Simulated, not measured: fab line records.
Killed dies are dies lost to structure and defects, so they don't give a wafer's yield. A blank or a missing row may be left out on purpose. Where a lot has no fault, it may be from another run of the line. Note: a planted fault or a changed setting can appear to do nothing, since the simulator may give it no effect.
Chamber matching    flow berkeleyCmos170    UCB170_V1_CMP_02 on cmp-02 has 4 sister chambers
The step polishes SiO2. 8 wafers are shown with their chamber, then 11 later ones without.

## EACH WAFER AND ITS CHAMBER
wafer   chamber  motorCurrentA (A)
L630.2  1        17.9
L630.4  2        14.7
L632.5  2        15.3
L632.6  3        19.9
L635.1  0        18.8
L635.2  3        18.5
L635.6  0        18.7
L637.1  1        17.8

## WAFERS WITH NO CHAMBER GIVEN
wafer   motorCurrentA (A)
L637.4  18.4
L637.5  17.6
L642.1  17.5
L642.3  18.7
L642.4  18.5
L644.1  19.4
L644.2  14.8
L644.6  15.1
L645.1  18.4
L645.2  18.7
L645.6  18.5

## THE CHAMBER EACH PASSED THROUGH
wafer   from the rows above           in truth
L637.4  can't be placed: 0 or 1 or 3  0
L637.5  can't be placed: 1 or 0       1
L642.1  can't be placed: 1 or 0       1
L642.3  can't be placed: 0 or 3 or 1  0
L642.4  can't be placed: 0 or 1 or 3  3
L644.1  can't be placed: 3 or 0       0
L644.2  2                             2
L644.6  2                             2
L645.1  can't be placed: 0 or 1 or 3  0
L645.2  can't be placed: 0 or 3 or 1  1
L645.6  can't be placed: 0 or 1 or 3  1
Correctly placed: 2 of 11. Can't be placed from these rows: 9 (the true chamber is among the candidates in 9). Placed wrongly: 0.
How it was worked out, from the rows above alone: a wafer's distance from a chamber is the root of the sum, over the readings, of the square of ((its reading less the chamber's mean) divided by the reading's scatter). The wafer belongs to the nearest chamber; if the next one is less than 2 further off, it can't be placed. A chamber's mean is the mean of its shown wafers. The scatter: take each reading less its chamber's mean, square it, sum over the shown wafers, divide by the number of wafers less the number of chambers, and take the root.
